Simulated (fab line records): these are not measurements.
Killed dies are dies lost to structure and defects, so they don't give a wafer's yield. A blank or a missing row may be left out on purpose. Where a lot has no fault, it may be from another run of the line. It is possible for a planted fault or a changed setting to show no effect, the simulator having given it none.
Split-lot study / flow berkeley_cmos170 / on a route of 331 steps: 5 lots, 23 wafers read

ON THE SPLIT
At UCB170_SPACER_CVD_00 (deposits SiO2 from TEOS/O2, target thk 376 nm, time 47 s), the setting time_s was moved away from the recipe's 47 s on 7 of the 23 wafers read, by -14.8% to +6.3%. The other wafers ran this setting at the recipe's value.

FROM THE SPLIT TO THE READING: what the file shows between them, 2 steps
- UCB170_SPACER_THK_MEAS_01
- UCB170_SPACER_ANNEAL_02: time 1800 s

THE READING
oes_product_au, in a.u., at UCB170_SPACER_ETCHBACK_03 (etches SiO2 in CHF3/CF4/Ar, stops on Si, target depth 376 nm, time 100 s). A value of 0.892 a.u. with a standard deviation of 0.016 a.u. is what fault-free wafers of this fab line usually give.

wafer=L075.2; tool, chamber at the split=pecvd-03, 2; time_s as run, s=40.03; against the recipe=-14.8%; oes_product_au, a.u.=0.781; against lot-mates on the recipe=-0.104
wafer=L075.3; tool, chamber at the split=pecvd-03, 0; time_s as run, s=47; against the recipe=recipe; oes_product_au, a.u.=0.902; against lot-mates on the recipe=-
wafer=L075.4; tool, chamber at the split=pecvd-03, 0; time_s as run, s=47; against the recipe=recipe; oes_product_au, a.u.=0.879; against lot-mates on the recipe=-
wafer=L075.5; tool, chamber at the split=pecvd-03, 2; time_s as run, s=47; against the recipe=recipe; oes_product_au, a.u.=0.873; against lot-mates on the recipe=-
wafer=L075.6; tool, chamber at the split=pecvd-03, 1; time_s as run, s=40.03; against the recipe=-14.8%; oes_product_au, a.u.=0.810; against lot-mates on the recipe=-0.075
wafer=L076.1; tool, chamber at the split=pecvd-02, 0; time_s as run, s=47; against the recipe=recipe; oes_product_au, a.u.=0.888; against lot-mates on the recipe=-
wafer=L076.2; tool, chamber at the split=pecvd-02, 2; time_s as run, s=47; against the recipe=recipe; oes_product_au, a.u.=0.916; against lot-mates on the recipe=-
wafer=L076.3; tool, chamber at the split=pecvd-02, 1; time_s as run, s=49.96; against the recipe=+6.3%; oes_product_au, a.u.=0.913; against lot-mates on the recipe=+0.013
wafer=L076.4; tool, chamber at the split=pecvd-02, 0; time_s as run, s=49.96; against the recipe=+6.3%; oes_product_au, a.u.=0.942; against lot-mates on the recipe=+0.042
wafer=L076.5; tool, chamber at the split=pecvd-02, 1; time_s as run, s=47; against the recipe=recipe; oes_product_au, a.u.=0.895; against lot-mates on the recipe=-
wafer=L079.1; tool, chamber at the split=pecvd-03, 0; time_s as run, s=42.65; against the recipe=-9.3%; oes_product_au, a.u.=0.815; against lot-mates on the recipe=-0.069
wafer=L079.3; tool, chamber at the split=pecvd-03, 1; time_s as run, s=42.65; against the recipe=-9.3%; oes_product_au, a.u.=0.847; against lot-mates on the recipe=-0.037
wafer=L079.4; tool, chamber at the split=pecvd-03, 0; time_s as run, s=47; against the recipe=recipe; oes_product_au, a.u.=0.884; against lot-mates on the recipe=-
wafer=L079.5; tool, chamber at the split=pecvd-03, 2; time_s as run, s=47; against the recipe=recipe; oes_product_au, a.u.=0.884; against lot-mates on the recipe=-
wafer=L079.6; tool, chamber at the split=pecvd-03, 1; time_s as run, s=42.65; against the recipe=-9.3%; oes_product_au, a.u.=0.851; against lot-mates on the recipe=-0.033
wafer=L082.1; tool, chamber at the split=pecvd-02, 1; time_s as run, s=47; against the recipe=recipe; oes_product_au, a.u.=0.904; against lot-mates on the recipe=-
wafer=L082.3; tool, chamber at the split=pecvd-02, 0; time_s as run, s=47; against the recipe=recipe; oes_product_au, a.u.=0.881; against lot-mates on the recipe=-
wafer=L082.4; tool, chamber at the split=pecvd-02, 0; time_s as run, s=47; against the recipe=recipe; oes_product_au, a.u.=0.891; against lot-mates on the recipe=-
wafer=L082.5; tool, chamber at the split=pecvd-02, 1; time_s as run, s=47; against the recipe=recipe; oes_product_au, a.u.=0.904; against lot-mates on the recipe=-
wafer=L082.6; tool, chamber at the split=pecvd-02, 2; time_s as run, s=47; against the recipe=recipe; oes_product_au, a.u.=0.911; against lot-mates on the recipe=-
wafer=L084.2; tool, chamber at the split=pecvd-01, 1; time_s as run, s=47; against the recipe=recipe; oes_product_au, a.u.=0.882; against lot-mates on the recipe=-
wafer=L084.5; tool, chamber at the split=pecvd-01, 2; time_s as run, s=47; against the recipe=recipe; oes_product_au, a.u.=0.884; against lot-mates on the recipe=-
wafer=L084.6; tool, chamber at the split=pecvd-01, 1; time_s as run, s=47; against the recipe=recipe; oes_product_au, a.u.=0.917; against lot-mates on the recipe=-

THE FIT
A straight line over all 23 wafers: oes_product_au changes by +0.00625 a.u. for each +1% of time_s; r = +0.92; the points scatter about the line by 0.015 a.u.
The same after taking each lot's own level away (the mean of its wafers on the recipe; 23 wafers): +0.00548 a.u. for each +1%; r = +0.91; scatter 0.014 a.u.
Per that fit: largest time_s move, reading shift of 0.081 a.u.
Measured against the standard deviation above, the lots' own levels, which go from 0.8840 to 0.8997 a.u., span 1.0 times it.
In other words, the slope is changed by the lot-to-lot level; the two fits disagree.
Check: with one of the wafers moved furthest among these (-14.8%) left out of the fit, the line predicts -0.0733 a.u. for it against its lot-mates. It came out at -0.104 a.u. against them.

OTHER SPLITS APPLIED TO THESE WAFERS
Before the reading, these wafers also passed through other splits. Each is held against what the fit with the lots' levels taken away leaves over:
other split on the same wafers=UCB170_NWELL_CVD_04 sih2cl2_flow_sccm; wafers away from the commonest value=18; r with oes_product_au (lot level and that fit taken away)=+0.00
other split on the same wafers=UCB170_WELLDRIVE_OXIDATION_01 ox_time_s; wafers away from the commonest value=15; r with oes_product_au (lot level and that fit taken away)=+0.05
other split on the same wafers=UCB170_ACTIVE_CVD_05 temp_c; wafers away from the commonest value=18; r with oes_product_au (lot level and that fit taken away)=-0.15
other split on the same wafers=UCB170_ACTIVE_ETCH_15 rf_w; wafers away from the commonest value=4; r with oes_product_au (lot level and that fit taken away)=+0.08
other split on the same wafers=UCB170_PFIELD_IMPLANT_07 energy_kev; wafers away from the commonest value=4; r with oes_product_au (lot level and that fit taken away)=+0.02
other split on the same wafers=UCB170_PVT_IMPLANT_07 energy_kev; wafers away from the commonest value=8; r with oes_product_au (lot level and that fit taken away)=-0.08
other split on the same wafers=UCB170_GATE_CVD_04 sih4_flow_sccm; wafers away from the commonest value=5; r with oes_product_au (lot level and that fit taken away)=+0.08
other split on the same wafers=UCB170_GATE_ETCH_14 pressure_mtorr; wafers away from the commonest value=18; r with oes_product_au (lot level and that fit taken away)=-0.07
other split on the same wafers=UCB170_PLDD_STRIP_10 overash_fraction; wafers away from the commonest value=6; r with oes_product_au (lot level and that fit taken away)=-0.13

THE WHOLE CHAIN: every reading that the file lists as answering this split, in the file's order
step=UCB170_SPACER_CVD_00; what it does=deposits SiO2 from TEOS/O2, target thk 376 nm, time 47 s; reading=SiO2_of_SPACER_CVD_00.thk_nm (the simulator's own value, which no gauge read); change (the file's fit)=+3.86 nm for each +1% of the setting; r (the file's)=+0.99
step=UCB170_SPACER_THK_MEAS_01; what it does=; reading=SPACER_TEOS_THK; change (the file's fit)=+3.87 for each +1% of the setting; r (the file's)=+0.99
step=UCB170_SPACER_ETCHBACK_03; what it does=etches SiO2 in CHF3/CF4/Ar, stops on Si, target depth 376 nm, time 100 s; reading=oes_product_au; change (the file's fit)=+0.00557 a.u. for each +1% of the setting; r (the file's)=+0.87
step=UCB170_SPACER_ETCHBACK_03; what it does=etches SiO2 in CHF3/CF4/Ar, stops on Si, target depth 376 nm, time 100 s; reading=etch.depth_nm (the simulator's own value, which no gauge read); change (the file's fit)=+3.86 nm for each +1% of the setting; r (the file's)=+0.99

FILE'S OWN FIT
oes_product_au changes by +0.00557 a.u. for each +1% of time_s, r = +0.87.
